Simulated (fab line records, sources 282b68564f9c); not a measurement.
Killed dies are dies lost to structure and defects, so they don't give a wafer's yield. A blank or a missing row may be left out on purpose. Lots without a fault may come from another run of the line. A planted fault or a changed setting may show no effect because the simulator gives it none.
Split-lot experiment | flow rit_cmos | 5 lots, 23 wafers read, on a route of 202 steps

THE SPLIT
At RIT_GATE_CVD_08 (deposits poly-Si from SiH4, target thk 250 nm, time 2220 s), the setting temp_c was moved away from the recipe's 610 C on 20 of the 23 wafers read, by -2.1% to +1.5%. The other wafers ran this setting at the recipe's value.

FROM THE SPLIT TO THE READING: what the file shows between them, 5 steps
- RIT_GATE_THK_MEAS_09
- RIT_GATE_COAT_11: resist thk 850 nm (also split here: resist_thk_nm)
- RIT_GATE_SOFTBAKE_12: time 60 s
- RIT_GATE_EXPOSE_13: exposes mask M6, target cd 150 nm
- RIT_GATE_HARDBAKE_18: time 60 s

THE READING
oes_product_au, in a.u., at RIT_GATE_ETCH_19 (etches poly-Si in SF6/CHF3/O2, stops on SiO2, time 165 s, target depth 312.5 nm). Fault-free wafers of this fab line usually give 0.845 a.u., standard deviation 0.017 a.u..

wafer  | tool, chamber at the split | temp_c as run, C | against the recipe | oes_product_au, a.u. | against lot-mates on the recipe
L074.1 | lpcvd-02, 0                | 610              | recipe             | 0.851                | -
L074.4 | lpcvd-02, 0                | 610              | recipe             | 0.851                | -
L074.5 | lpcvd-02, 0                | 610              | recipe             | 0.837                | -
L075.1 | -, -                       | 619.1            | +1.5%              | 0.997                | no lot-mate on the recipe
L075.2 | -, -                       | 619.1            | +1.5%              | 0.990                | no lot-mate on the recipe
L075.3 | -, -                       | 619.1            | +1.5%              | 1.008                | no lot-mate on the recipe
L075.5 | -, -                       | 619.1            | +1.5%              | 1.025                | no lot-mate on the recipe
L075.6 | -, -                       | 619.1            | +1.5%              | 0.997                | no lot-mate on the recipe
L077.1 | -, -                       | 599.2            | -1.8%              | 0.717                | no lot-mate on the recipe
L077.2 | -, -                       | 599.2            | -1.8%              | 0.684                | no lot-mate on the recipe
L077.4 | -, -                       | 599.2            | -1.8%              | 0.708                | no lot-mate on the recipe
L077.5 | -, -                       | 599.2            | -1.8%              | 0.683                | no lot-mate on the recipe
L077.6 | -, -                       | 599.2            | -1.8%              | 0.718                | no lot-mate on the recipe
L079.1 | -, -                       | 605.3            | -0.8%              | 0.793                | no lot-mate on the recipe
L079.2 | -, -                       | 605.3            | -0.8%              | 0.796                | no lot-mate on the recipe
L079.4 | -, -                       | 605.3            | -0.8%              | 0.783                | no lot-mate on the recipe
L079.5 | -, -                       | 605.3            | -0.8%              | 0.832                | no lot-mate on the recipe
L079.6 | -, -                       | 605.3            | -0.8%              | 0.819                | no lot-mate on the recipe
L084.1 | -, -                       | 597.1            | -2.1%              | 0.667                | no lot-mate on the recipe
L084.2 | -, -                       | 597.1            | -2.1%              | 0.714                | no lot-mate on the recipe
L084.3 | -, -                       | 597.1            | -2.1%              | 0.673                | no lot-mate on the recipe
L084.5 | -, -                       | 597.1            | -2.1%              | 0.669                | no lot-mate on the recipe
L084.6 | -, -                       | 597.1            | -2.1%              | 0.668                | no lot-mate on the recipe

THE FIT
A straight line over all 23 wafers: oes_product_au changes by +0.0899 a.u. for each +1% of temp_c; r = +0.99; the points scatter about the line by 0.018 a.u..
Too few moved wafers have a lot-mate on the recipe to fit a line with each lot's own level taken away.

THE WHOLE CHAIN: every reading that the file lists as answering this split, in the file's order
step                 | what it does                                                                    | reading                                                                        | change (the file's fit)                | r (the file's)
RIT_GATE_CVD_08      | deposits poly-Si from SiH4, target thk 250 nm, time 2220 s                      | poly-Si_of_GATE_CVD_08.thk_nm (the simulator's own value, which no gauge read) | +36.1 nm for each +1% of the setting   | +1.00
RIT_GATE_THK_MEAS_09 |                                                                                 | GATE_POLY_THK                                                                  | +36.1 for each +1% of the setting      | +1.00
RIT_GATE_ETCH_19     | etches poly-Si in SF6/CHF3/O2, stops on SiO2, time 165 s, target depth 312.5 nm | oes_product_au                                                                 | +0.09 a.u. for each +1% of the setting | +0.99
RIT_GATE_ETCH_19     | etches poly-Si in SF6/CHF3/O2, stops on SiO2, time 165 s, target depth 312.5 nm | GATE.feature_depth_nm (the simulator's own value, which no gauge read)         | +35.2 nm for each +1% of the setting   | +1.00
RIT_GATE_ETCH_19     | etches poly-Si in SF6/CHF3/O2, stops on SiO2, time 165 s, target depth 312.5 nm | etch.depth_nm (the simulator's own value, which no gauge read)                 | +35.8 nm for each +1% of the setting   | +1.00

THE FILE'S OWN FIT
oes_product_au changes by +0.09 a.u. for each +1% of temp_c, r = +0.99.
